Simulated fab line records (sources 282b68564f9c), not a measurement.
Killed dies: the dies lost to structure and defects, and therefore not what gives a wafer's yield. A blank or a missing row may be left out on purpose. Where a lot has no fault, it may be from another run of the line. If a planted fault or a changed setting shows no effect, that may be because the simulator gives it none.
fab line records	flow rit_cmos
record: lots: 6	wafers: 18	last_day: 6
route steps=202 shown CONTACT@172 M1@184
lots with no fault: from the same line, run without faults
start_h: the number of hours between the record's first day and the start of the first shown wafer of the lot	wait_h: time in hours since the lot's previous step	" repeats the value in the row above	L1.1+2: a row that stands for several wafers	- no value, or no start was given	* or withheld: withheld	< > ~ a bound
route shown NAME@n: NAME is a module with steps in the file, n the number in the route of the first one	usual: mean and standard deviation over wafers with no fault	same: alike in all rows	chamber/n: place in a boat	sites: each site's reading	_std_site: their standard deviation	_edge_site: outer sites' mean less inner sites'	radius_mm: how far each site lies from the wafer's centre	mask NAME#n: copy n	behind: the last tool/chamber to shape the wafer	hold: the reason the lot was held/the length of the hold in hours/how it ended	device: whichever transistor did not switch (one of n, p or np)	end of line: the same wafers' tests at the end of the route	step lacking rows: just its recipe	killed: at the first sort, the dies lost to defects and structure; wafer yield is something else	map: per-die view of a wafer (x killed, . not killed, _ where there is no die)
set.NAME: the setting that was run; set.NAME@STEP: the one run at that earlier step	model.NAME: the simulator's own value behind a step, which no gauge read
lots at some steps of the route; a table a step, a row a wafer
services: the hour from which a tool's chamber was out of use, counted from the record's first day as start_h (under 0 if before that day), plus the number of hours and why
== steps ==
step: RIT_CONTACT_SOFTBAKE_04
recipe: resist: NOVOLAK	temp_c: 90	time_s: 60
step: RIT_CONTACT_EXPOSE_05
recipe: mask_id: M11	na: 0.6	source_shape: conventional	sigma_outer: 0.5	target_cd_nm: 1000	dose_mj: 250
step: RIT_CONTACT_PEB_06
recipe: resist: NOVOLAK	temp_c: withheld	time_s: withheld
step: RIT_CONTACT_DEVELOP_07
recipe: resist: NOVOLAK	develop_time_s: 120	dev_temp_c: 23
step: RIT_CONTACT_CD_MEAS_08
recipe: target_cd_nm: 1000
usual: cd_nm: 1000.1/2.3
lot.wafer	tool	chamber	start_h	wait_h	cd_nm
L362.1	cd_sem-02	-	55.03	-	1001.4
L362.4	"	-	"	"	1002.1
L362.5	"	-	"	"	1001.3
L363.1	cd_sem-01	-	62.95	-	1002.2
L363.5	"	-	"	"	1003.2
L363.6	"	-	"	"	1003.2
L374.3	cd_sem-01	-	114.32	-	995.3
L374.4	"	-	"	"	995.7
L374.5	"	-	"	"	996.8
L376.1	cd_sem-02	-	122.26	-	1001.0
L376.2	"	-	"	"	1001.4
L376.4	"	-	"	"	1001.0
L379.2	cd_sem-01	-	139.79	-	1003.2
L379.3	"	-	"	"	1005.0
L379.5	"	-	"	"	1002.9
L381.2	cd_sem-02	-	147.37	-	994.3
L381.4	"	-	"	"	995.3
L381.5	"	-	"	"	993.8
step: RIT_CONTACT_OVL_MEAS_09
usual: CONTACT_OVL: -0.7/1.4
lot.wafer	tool	chamber	start_h	wait_h	CONTACT_OVL[nm]
L362.1	overlay-02	-	55.15	0.1	0.4
L362.4	"	-	"	"	-1.9
L362.5	"	-	"	"	-3.9
L363.1	overlay-01	-	63.07	0.1	-1.4
L363.5	"	-	"	"	-4.9
L363.6	"	-	"	"	-3.1
L374.3	overlay-02	-	114.41	0.1	1.5
L374.4	"	-	"	"	-0.7
L374.5	"	-	"	"	2.3
L376.1	overlay-02	-	122.38	0.1	-0.8
L376.2	"	-	"	"	1.6
L376.4	"	-	"	"	-0.6
L379.2	overlay-01	-	139.90	0.1	-0.6
L379.3	"	-	"	"	-0.5
L379.5	"	-	"	"	-0.5
L381.2	overlay-01	-	147.48	0.1	-1.2
L381.4	"	-	"	"	-1.2
L381.5	"	-	"	"	-2.2
step: RIT_CONTACT_HARDBAKE_10
recipe: resist: NOVOLAK	temp_c: 140	time_s: 60
step: RIT_CONTACT_ETCH_11
recipe: target_depth_a: 4800	over_etch_frac: 0.2	stop_on: TiSi2	chemistry: CHF3/CF4/Ar	target: SiO2	CHF3_flow_sccm: 50	cf4_flow_sccm: 10	Ar_flow_sccm: 100	O2_flow_sccm: 5	pressure_mtorr: 100	rf_w: 202.7	time_s: 320
usual: drypump_motor_current_A: 5.7/0.4	mfc_ar_sccm: 99.96/0.28	oes_product_au: 0.989/0.015	throttle_valve_pct: 8.89/0.12
lot.wafer	tool	chamber	start_h	wait_h	drypump_motor_current_A	mfc_ar_sccm	oes_product_au	rf_hours_counter_h	throttle_valve_pct
L362.1	rie_diel-04	3	55.34	0.1	6.1	99.85	1.012	3	8.87
L362.4	"	3	"	"	6.1	99.98	1.010	-	8.88
L362.5	"	2	"	"	5.1	100.26	0.989	-	8.77
L363.1	rie_diel-02	1	63.26	0.1	5.3	100.12	0.956	94	8.84
L363.5	"	3	"	"	5.0	100.02	0.995	-	9.10
L363.6	"	1	"	"	5.3	100.22	0.969	-	8.86
L374.3	rie_diel-02	3	114.62	0.1	5.0	99.78	0.998	14	9.09
L374.4	"	2	"	"	5.6	100.27	0.991	-	8.83
L374.5	"	3	"	"	5.0	100.42	0.991	-	9.09
L376.1	rie_diel-04	0	122.57	0.1	5.9	99.73	0.989	2	9.00
L376.2	"	2	"	"	5.1	99.86	0.988	135	8.78
L376.4	"	0	"	"	5.8	99.59	0.999	-	8.99
L379.2	rie_diel-04	2	140.08	0.1	5.1	99.87	0.988	135	8.78
L379.3	"	1	"	"	5.6	99.78	0.987	0	8.83
L379.5	"	2	"	"	5.1	99.66	0.985	-	8.77
L381.2	rie_diel-04	0	147.66	0.1	5.9	100.64	0.993	2	8.99
L381.4	"	2	"	"	5.1	99.60	0.990	-	8.77
L381.5	"	3	"	"	6.1	99.83	1.016	-	8.86
step: RIT_CONTACT_STRIP_12
recipe: chemistry: O2	time_s: 180	resist: NOVOLAK	platen_temp_c: withheld	power_w: 500	pressure_mtorr: 4000	o2_flow_sccm: 4000
usual: drypump_motor_current_A: 5.6/0.34
lot.wafer	tool	chamber	start_h	wait_h	drypump_motor_current_A	rf_hours_counter_h
L362.1	plasma_asher-02	0	55.53	0.1	5.9	38
L362.4	"	1	"	"	4.9	-
L362.5	"	1	"	"	5.0	-
L363.1	plasma_asher-01	1	63.45	0.1	5.6	43
L363.5	"	0	"	"	5.9	-
L363.6	"	1	"	"	5.6	-
L374.3	plasma_asher-01	1	114.87	0.2	5.6	-
L374.4	"	0	"	"	5.9	-
L374.5	"	0	"	"	5.9	-
L376.1	plasma_asher-02	0	122.76	0.1	5.9	46
L376.2	"	1	"	"	4.9	46
L376.4	"	0	"	"	5.9	-
L379.2	plasma_asher-04	1	140.27	0.1	5.3	2
L379.3	"	1	"	"	5.2	-
L379.5	"	1	"	"	5.3	-
L381.2	plasma_asher-01	0	147.85	0.1	5.9	53
L381.4	"	1	"	"	5.6	-
L381.5	"	0	"	"	5.9	-
step: RIT_CONTACT_CD_MEAS_90
recipe: target_cd_nm: 1000
usual: cd_nm: 1000.2/2.2
lot.wafer	tool	chamber	start_h	wait_h	cd_nm
L362.1	cd_sem-01	-	55.71	0.1	1000.9
L362.4	"	-	"	"	1001.3
L362.5	"	-	"	"	1001.4
L363.1	cd_sem-01	-	63.63	0.1	1002.6
L363.5	"	-	"	"	1003.1
L363.6	"	-	"	"	1003.2
L374.3	cd_sem-02	-	115.03	0.1	994.8
L374.4	"	-	"	"	996.0
L374.5	"	-	"	"	996.2
L376.1	cd_sem-02	-	122.94	0.1	1001.0
L376.2	"	-	"	"	1001.5
L376.4	"	-	"	"	1001.2
L379.2	cd_sem-01	-	140.47	0.1	1003.6
L379.3	"	-	"	"	1005.0
L379.5	"	-	"	"	1003.5
L381.2	cd_sem-01	-	148.05	0.1	993.8
L381.4	"	-	"	"	995.6
L381.5	"	-	"	"	994.5
step: RIT_CONTACT_CLEAN_13
recipe: chemistry: SC1	mix: 3:3:50	time_s: 600	temp_c: 75
step: RIT_CONTACT_CLEAN_14
recipe: chemistry: SC2	mix: 3:3:50	time_s: 600	temp_c: 75	dry: n2_spin
step: RIT_M1_SPUTTER_00
recipe: material: Al	target_thk_nm: 400	power_w: 2000	chamber_pressure_pa: 0.4	gas: Ar	time_s: 500	substrate_temp_c: 25
usual: cathode_dc_power_W: 2000.0/0.39	substrate_temp_c: 25.00/0.12	throttle_valve_pct: 29.8/1
lot.wafer	tool	chamber	start_h	wait_h	cathode_dc_power_W	substrate_temp_c	throttle_valve_pct	model.Al_of_M1_SPUTTER_00.thk_nm
L362.1	pvd_sputter-04	-	56.21	0.0	2000.1	25.04	28.9	395.2
L362.4	"	-	"	"	1999.6	24.94	30.7	394.7
L362.5	"	-	"	"	1999.5	25.03	32.1	400.5
L363.1	pvd_sputter-03	-	64.11	0.0	1999.9	25.10	29.6	391.5
L363.5	"	-	"	"	2000.4	24.91	29.5	390.2
L363.6	"	-	"	"	1999.4	24.89	29.7	392.9
L374.3	pvd_sputter-03	-	115.49	0.0	2000.5	24.95	29.0	653.4
L374.4	"	-	"	"	2000.6	25.12	29.9	403
L374.5	"	-	"	"	2000.5	24.81	29.3	653.1
L376.1	pvd_sputter-03	-	123.42	0.0	2000.6	24.97	29.5	407.4
L376.2	"	-	"	"	1999.9	25.34	29.2	660.9
L376.4	"	-	"	"	1999.4	24.94	29.9	409.1
L379.2	pvd_sputter-01	-	140.93	0.0	2000.0	25.01	28.5	398.6
L379.3	"	-	"	"	2000.8	25.01	29.5	401.3
L379.5	"	-	"	"	2000.8	25.12	31.4	401.7
L381.2	pvd_sputter-04	-	148.50	0.0	1999.8	25.13	30.4	397
L381.4	"	-	"	"	2000.0	24.90	29.0	396
L381.5	"	-	"	"	2000.3	24.97	29.2	394.5
step: RIT_M1_RS_MEAS_01
recipe: thk_meas_gauge: four-point-probe	reads: Al_of_M1_SPUTTER_00
usual: M1_AL_RS: 0.0733/0.00074
lot.wafer	tool	chamber	start_h	wait_h	M1_AL_RS[ohm/sq]
L362.1	film_metro-04	-	56.50	0.1	0.0744
L362.4	"	-	"	"	0.0743
L362.5	"	-	"	"	0.0732
L363.1	film_metro-04	-	64.41	0.1	0.0750
L363.5	"	-	"	"	0.0752
L363.6	"	-	"	"	0.0748
L374.3	film_metro-02	-	115.82	0.2	0.0448
L374.4	"	-	"	"	0.0731
L374.5	"	-	"	"	0.0447
L376.1	film_metro-04	-	123.75	0.2	0.0719
L376.2	"	-	"	"	0.0441
L376.4	"	-	"	"	0.0717
L379.2	film_metro-03	-	141.25	0.2	0.0736
L379.3	"	-	"	"	0.0731
L379.5	"	-	"	"	0.0732
L381.2	film_metro-04	-	148.81	0.2	0.0740
L381.4	"	-	"	"	0.0743
L381.5	"	-	"	"	0.0745
step: RIT_M1_THK_MEAS_02
recipe: thk_meas_gauge: xrf	reads: Al_of_M1_SPUTTER_00
usual: M1_AL_THK: 405/4.4
lot.wafer	tool	chamber	start_h	wait_h	M1_AL_THK[nm]
L362.1	film_metro-04	-	56.62	0.1	399
L362.4	"	-	"	"	400
L362.5	"	-	"	"	404
L363.1	film_metro-04	-	64.53	0.1	393
L363.5	"	-	"	"	395
L363.6	"	-	"	"	396
L374.3	film_metro-02	-	115.92	0.1	662
L374.4	"	-	"	"	406
L374.5	"	-	"	"	663
L376.1	film_metro-04	-	123.87	0.1	413
L376.2	"	-	"	"	670
L376.4	"	-	"	"	415
L379.2	film_metro-03	-	141.36	0.1	401
L379.3	"	-	"	"	403
L379.5	"	-	"	"	405
L381.2	film_metro-04	-	148.92	0.1	400
L381.4	"	-	"	"	401
L381.5	"	-	"	"	398
step: RIT_M1_HMDS_03
recipe: prime_time_s: 60	prime_temp_c: 140
step: RIT_M1_COAT_04
recipe: resist: NOVOLAK	spin_rpm: 2000	resist_thk_nm: 1300
step: RIT_M1_SOFTBAKE_05
recipe: resist: NOVOLAK	temp_c: 90	time_s: 60
step: RIT_M1_EXPOSE_06
recipe: mask_id: M12	na: 0.6	source_shape: conventional	sigma_outer: 0.5	target_cd_nm: 2600	dose_mj: 250
step: RIT_M1_PEB_07
recipe: resist: NOVOLAK	temp_c: withheld	time_s: withheld
step: RIT_M1_DEVELOP_08
recipe: resist: NOVOLAK	develop_time_s: 68	dev_temp_c: 23
step: RIT_M1_CD_MEAS_09
recipe: target_cd_nm: 2600
usual: cd_nm: 2600.0/2.2
lot.wafer	tool	chamber	start_h	wait_h	cd_nm
L362.1	cd_sem-01	-	57.80	-	2600.7
L362.4	"	-	"	"	2601.3
L362.5	"	-	"	"	2602.3
L363.1	cd_sem-02	-	65.47	-	2601.2
L363.5	"	-	"	"	2600.1
L363.6	"	-	"	"	2597.5
L374.3	cd_sem-02	-	116.92	-	2599.5
L374.4	"	-	"	"	2602.3
L374.5	"	-	"	"	2596.3
L376.1	cd_sem-02	-	124.81	-	2595.5
L376.2	"	-	"	"	2596.9
L376.4	"	-	"	"	2594.4
L379.2	cd_sem-02	-	142.56	-	2597.5
L379.3	"	-	"	"	2596.4
L379.5	"	-	"	"	2595.3
L381.2	cd_sem-02	-	150.00	-	2598.6
L381.4	"	-	"	"	2600.6
L381.5	"	-	"	"	2598.9
step: RIT_M1_OVL_MEAS_10
usual: M1_OVL: 0.9/1.5
lot.wafer	tool	chamber	start_h	wait_h	M1_OVL[nm]
L362.1	overlay-02	-	57.92	0.1	1.8
L362.4	"	-	"	"	3.6
L362.5	"	-	"	"	1.6
L363.1	overlay-01	-	65.59	0.1	2.2
L363.5	"	-	"	"	3.9
L363.6	"	-	"	"	3.6
L374.3	overlay-02	-	117.01	0.1	0.8
L374.4	"	-	"	"	0.4
L374.5	"	-	"	"	0.2
L376.1	overlay-01	-	124.93	0.1	-1.2
L376.2	"	-	"	"	-0.6
L376.4	"	-	"	"	-0.8
L379.2	overlay-01	-	142.67	0.1	3.0
L379.3	"	-	"	"	2.7
L379.5	"	-	"	"	1.0
L381.2	overlay-02	-	150.10	0.1	-0.4
L381.4	"	-	"	"	1.0
L381.5	"	-	"	"	0.8
step: RIT_M1_HARDBAKE_11
recipe: resist: NOVOLAK	temp_c: 140	time_s: 120
step: RIT_M1_METAL_ETCH_12
recipe: stop_on: SiO2	chemistry: Cl2/BCl3	target: Al	time_s: 165	over_etch_frac: 0.5	pressure_mtorr: 100	target_depth_a: 6000	rf_w: 250	Cl2_flow_sccm: 60	bcl3_flow_sccm: 50
usual: drypump_motor_current_A: 5.6/0.56	oes_product_au: 0.787/0.0094	throttle_valve_pct: 8.33/0.14
lot.wafer	tool	chamber	start_h	wait_h	drypump_motor_current_A	oes_product_au	rf_hours_counter_h	throttle_valve_pct
L362.1	rie_metal-01	0	58.46	0.2	6.4	0.783	39	8.47
L362.4	"	0	"	"	6.4	0.771	-	8.46
L362.5	"	1	"	"	5.5	0.766	-	8.38
L363.1	rie_metal-04	1	65.87	0.2	5.9	0.779	1	8.54
L363.5	"	1	"	"	6.0	0.789	-	8.53
L363.6	"	0	"	"	6.1	0.781	-	8.15
L374.3	rie_metal-01	1	117.34	0.2	5.5	0.988	-	8.36
L374.4	"	0	"	"	6.4	0.790	-	8.46
L374.5	"	1	"	"	5.5	0.986	-	8.35
L376.1	rie_metal-02	1	125.22	0.2	5.0	0.800	5	8.19
L376.2	"	0	"	"	4.8	0.997	4	8.25
L376.4	"	1	"	"	5.0	0.801	-	8.20
L379.2	rie_metal-02	0	142.97	0.2	4.9	0.788	5	8.27
L379.3	"	1	"	"	5.0	0.788	-	8.18
L379.5	"	1	"	"	5.0	0.785	-	8.19
L381.2	rie_metal-02	1	150.38	0.2	5.0	0.777	6	8.19
L381.4	"	0	"	"	4.9	0.791	-	8.28
L381.5	"	1	"	"	5.0	0.782	-	8.19
step: RIT_M1_STRIP_13
recipe: chemistry: nmp	resist: NOVOLAK	temp_c: 80	time_s: 600	dry: n2_spin
step: RIT_M1_PROBE_99
usual: defect_limited_yield: 97.5/1.2	killed_at_M0_to_M3: 0.0/0.12	killed_at_contacts: 0.1/0.29	killed_at_front_end: 6/3	killed_dies: 7/3.1	killed_on_rim: 1.8/1.5	killed_open: 3.2/1.9	killed_short: 3.3/1.9	sort_bin_3_pad_short: 0.1/0.18	sort_bin_5_function: 1.5/0.88	sort_bin_6_memory: 0.9/0.62	sort_n_pass: 257/3.1	sort_yield_pct: 97.5/1.2
same: gross_dies: 264	killed_at_M4_up: 0	killed_at_back_side: 0	killed_at_other: 0
lot.wafer	tool	chamber	start_h	wait_h	defect_limited_yield[%]	killed_at_M0_to_M3	killed_at_contacts	killed_at_front_end	killed_dies	killed_on_rim	killed_open	killed_short	sort_bin_3_pad_short[%]	sort_bin_5_function[%]	sort_bin_6_memory[%]	sort_n_pass	sort_yield_pct[%]	model.etest.tester.sort_n_pass	model.etest.tester.sort_bin_5_pct	model.etest.tester.sort_yield_pct	model.etest.pldd.short	model.etest.contact_pplus.short	model.etest.pmos_0p3.short	model.etest.diode_nplus_comb.over_limit	model.etest.field_p.short
L362.1	prober-01	-	60.94	0.1	95.8	0	0	11	11	0	7	4	0	3.4	0.8	253	95.8	253	3.409	95.83	0	0	0	0	0
L362.4	prober-01	-	61.09	0.2	97.7	0	1	5	6	2	3	3	0	0.8	1.5	258	97.7	258	0.7576	97.73	0	0	0	0	0
L362.5	prober-01	-	61.14	0.2	98.9	0	0	3	3	0	2	1	0	0.4	0.8	261	98.9	261	0.3788	98.86	0	0	0	0	0
L363.1	prober-02	-	68.84	0.1	97.0	0	0	8	8	0	6	2	0	0.8	2.3	256	97.0	256	0.7576	96.97	0	0	0	0	0
L363.5	prober-02	-	69.04	0.2	97.3	0	1	6	7	2	3	4	0	1.9	0.8	257	97.3	257	1.894	97.35	0	0	0	0	0
L363.6	prober-02	-	69.09	0.2	96.2	0	0	10	10	0	7	3	0	2.3	1.5	254	96.2	254	2.273	96.21	0	0	0	0	0
L374.3	prober-02	-	120.17	0.2	0	253	0	11	264	70	7	4	0	98.5	1.5	0	0	0	98.48	0	1	1	1	1	1
L374.4	prober-02	-	120.22	0.2	97.0	0	0	8	8	0	5	3	0	2.7	0.4	256	97.0	256	2.652	96.97	0	0	0	0	0
L374.5	prober-02	-	120.27	0.2	0	254	0	10	264	70	4	6	0.8	98.1	1.1	0	0	0	98.11	0	1	1	1	1	1
L376.1	prober-02	-	127.47	0.1	99.2	0	0	2	2	0	2	0	0	0.8	0	262	99.2	262	0.7576	99.24	0	0	0	0	0
L376.2	prober-02	-	127.52	0.1	0	257	0	7	264	70	2	5	0.4	99.2	0.4	0	0	0	99.24	0	1	1	1	1	1
L376.4	prober-02	-	127.62	0.2	98.1	0	0	5	5	0	4	1	0	0.8	1.1	259	98.1	259	0.7576	98.11	0	0	0	0	0
L379.2	prober-01	-	145.27	0.1	98.5	0	0	4	4	2	2	2	0.4	0.4	0.8	260	98.5	260	0.3788	98.48	0	0	0	0	0
L379.3	prober-01	-	145.32	0.2	97.0	0	0	8	8	4	5	3	0	1.5	1.5	256	97.0	256	1.515	96.97	0	0	0	0	0
L379.5	prober-01	-	145.42	0.2	97.7	0	0	6	6	2	2	4	0	1.1	1.1	258	97.7	258	1.136	97.73	0	0	0	0	0
L381.2	prober-01	-	153.42	0.1	95.5	0	1	11	12	7	5	7	0	2.3	2.3	252	95.5	252	2.273	95.45	0	0	0	0	0
L381.4	prober-01	-	153.52	0.2	98.5	0	0	4	4	1	3	1	0	0.8	0.8	260	98.5	260	0.7576	98.48	0	0	0	0	0
L381.5	prober-01	-	153.57	0.2	95.8	0	0	11	11	4	5	6	0.4	2.7	1.1	253	95.8	253	2.652	95.83	0	0	0	0	0
killed by level:class
L362.1 FOX1:geometric_particle:open=2 FOX2:geometric_particle:open=2 GATE:geometric_particle:open=2 FOX1:geometric_particle:short=1 GATE:geometric_particle:short=1 REOX:geometric_particle:short=1 SPACER:geometric_particle:open=1 SILICIDE:geometric_particle:short=1
L362.4 GATE:geometric_particle:short=2 SILICIDE:geometric_particle:open=2 SILICIDE:geometric_particle:short=1 CONTACT:geometric_particle:open=1
L362.5 GATE:geometric_particle:open=2 GATE:geometric_particle:short=1
L363.1 GATE:geometric_particle:open=2 FOX1:geometric_particle:open=1 FOX2:geometric_particle:open=1 GATE:geometric_particle:short=1 SPACER:geometric_particle:open=1 SPACER:geometric_particle:short=1 SILICIDE:geometric_particle:open=1
L363.5 FOX2:geometric_particle:short=3 GATE:geometric_particle:open=1 REOX:geometric_particle:short=1 SPACER:geometric_particle:open=1 CONTACT:geometric_particle:open=1
L363.6 GATE:geometric_particle:open=5 FOX1:geometric_particle:open=2 GATE:geometric_particle:short=1 REOX:geometric_particle:short=1 SPACER:geometric_particle:short=1
L374.3 M1:area_etch=253 FOX2:geometric_particle:open=3 FOX1:geometric_particle:short=2 FOX1:geometric_particle:open=2 FOX2:geometric_particle:short=1 SPACER:geometric_particle:open=1 SILICIDE:geometric_particle:open=1 SILICIDE:geometric_particle:short=1
L374.4 FOX1:geometric_particle:open=2 GATE:geometric_particle:short=2 GATE:geometric_particle:open=2 FOX2:geometric_particle:short=1 SILICIDE:geometric_particle:open=1
L374.5 M1:area_etch=254 FOX1:geometric_particle:short=2 GATE:geometric_particle:open=2 SILICIDE:geometric_particle:short=2 FOX1:geometric_particle:open=1 FOX2:geometric_particle:open=1 GATE:geometric_particle:short=1 REOX:geometric_particle:short=1
L376.1 REOX:geometric_particle:open=1 SPACER:geometric_particle:open=1
L376.2 M1:area_etch=257 SPACER:geometric_particle:short=3 GATE:geometric_particle:short=2 GATE:geometric_particle:open=1 SILICIDE:geometric_particle:open=1
L376.4 GATE:geometric_particle:open=2 REOX:geometric_particle:open=1 SPACER:geometric_particle:short=1 SILICIDE:geometric_particle:open=1
L379.2 FOX2:geometric_particle:open=1 REOX:geometric_particle:short=1 SPACER:geometric_particle:open=1 SILICIDE:geometric_particle:short=1
L379.3 GATE:geometric_particle:open=3 ACTIVE:geometric_particle:short=1 FOX2:geometric_particle:short=1 GATE:geometric_particle:short=1 REOX:geometric_particle:open=1 SPACER:geometric_particle:open=1
L379.5 FOX1:geometric_particle:short=2 FOX1:geometric_particle:open=1 GATE:geometric_particle:short=1 REOX:geometric_particle:short=1 SPACER:geometric_particle:open=1
L381.2 FOX2:geometric_particle:open=2 GATE:geometric_particle:open=2 ACTIVE:geometric_particle:short=1 FOX1:geometric_particle:short=1 FOX2:geometric_particle:short=1 GATE:geometric_particle:short=1 REOX:geometric_particle:short=1 SPACER:geometric_particle:short=1
L381.4 GATE:geometric_particle:open=2 FOX1:geometric_particle:open=1 GATE:geometric_particle:short=1
L381.5 GATE:geometric_particle:open=3 REOX:geometric_particle:short=2 SILICIDE:geometric_particle:short=2 FOX1:geometric_particle:open=1 FOX2:geometric_particle:short=1 GATE:geometric_particle:short=1 SILICIDE:geometric_particle:open=1
map L374.3 (x killed, . not)
________xxxxxxx_______
_____xxxxxxxxxxxxx____
____xxxxxxxxxxxxxxx___
___xxxxxxxxxxxxxxxxx__
__xxxxxxxxxxxxxxxxxxx_
__xxxxxxxxxxxxxxxxxxx_
_xxxxxxxxxxxxxxxxxxxxx
_xxxxxxxxxxxxxxxxxxxxx
_xxxxxxxxxxxxxxxxxxxxx
_xxxxxxxxxxxxxxxxxxxxx
__xxxxxxxxxxxxxxxxxxx_
__xxxxxxxxxxxxxxxxxxx_
___xxxxxxxxxxxxxxxxx__
____xxxxxxxxxxxxxxx___
_____xxxxxxxxxxxxx____
________xxxxxxx_______
map L376.2 (x killed, . not)
________xxxxxxx_______
_____xxxxxxxxxxxxx____
____xxxxxxxxxxxxxxx___
___xxxxxxxxxxxxxxxxx__
__xxxxxxxxxxxxxxxxxxx_
__xxxxxxxxxxxxxxxxxxx_
_xxxxxxxxxxxxxxxxxxxxx
_xxxxxxxxxxxxxxxxxxxxx
_xxxxxxxxxxxxxxxxxxxxx
_xxxxxxxxxxxxxxxxxxxxx
__xxxxxxxxxxxxxxxxxxx_
__xxxxxxxxxxxxxxxxxxx_
___xxxxxxxxxxxxxxxxx__
____xxxxxxxxxxxxxxx___
_____xxxxxxxxxxxxx____
________xxxxxxx_______
== services ==
tool	chamber	start_h	hours	kind
rie_metal-01	-	36.06	0.9	repair
rie_diel-04	0	46.94	-	clean
rie_diel-04	0	46.94	16.4	scheduled_down
rie_diel-04	0	46.94	16.4	vent_cycle
pvd_sputter-03	-	50.02	11.7	repair
rie_diel-02	2	54.87	9.7	repair
rie_diel-02	1	56.41	3.8	repair
rie_diel-04	-	57.63	14.6	pm
rie_diel-04	2	74.62	21.4	repair
rie_metal-01	1	77.42	7.4	repair
rie_diel-04	1	99.38	-	clean
rie_diel-04	1	99.38	24.3	scheduled_down
rie_diel-04	2	100.12	16.7	repair
rie_diel-02	0	102.34	1.8	repair
pvd_sputter-01	-	104.00	3.0	repair
plasma_asher-04	-	108.75	9.0	pm
pvd_sputter-04	-	114.42	0.7	repair
pvd_sputter-01	-	114.94	0.8	repair
pvd_sputter-03	-	118.30	0.5	repair
rie_metal-01	-	136.12	20.0	pm
pvd_sputter-01	-	136.50	3.9	repair
rie_diel-04	1	144.01	10.2	repair
rie_diel-02	1	147.97	7.0	repair
rie_diel-04	0	150.41	13.5	repair
== key ==
first_sign: step: RIT_M1_RS_MEAS_01	reading: M1_AL_RS	direction: down	sigmas: 39	usual: 0.0733	struck: 0.0445
effect: step: RIT_M1_THK_MEAS_02	reading: M1_AL_THK	direction: up	sigmas: 59	usual: 405	struck: 665
effect: step: RIT_M1_METAL_ETCH_12	reading: oes_product_au	direction: up	sigmas: 22	usual: 0.787	struck: 0.990
effect: step: RIT_M1_PROBE_99	reading: killed_at_M0_to_M3	direction: up	sigmas: 99+	usual: 0.0	struck: 254.7
model_effect: step: RIT_M1_SPUTTER_00	value: Al_of_M1_SPUTTER_00.thk_nm	without: 401.1	struck: 655.8
model_effect: step: RIT_M1_PROBE_99	value: etest.tester.sort_n_pass	without: 254.7	struck: 0
more_kills_born_at: RIT_M1_METAL_ETCH_12@rie_metal-01: 507	RIT_M1_METAL_ETCH_12@rie_metal-02: 257
met_at RIT_M1_SPUTTER_00
struck_wafers L374.3,L374.5,L376.2
later_rows_left_out L374.3,L374.5,L376.2
fault: kind: process_parameter_drift	tool: pvd_sputter-03	chamber: -	onset_h: 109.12	steps: RIT_M1_SPUTTER_00	channel: target_thk_nm	offset: 254.65	shape: step	end_h: 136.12	stated: 400	scope: struck_wafers_only
later_rows_left_out: the simulator's readings of these wafers behind a module that went badly wrong aren't trusted and aren't shown, but for the sort
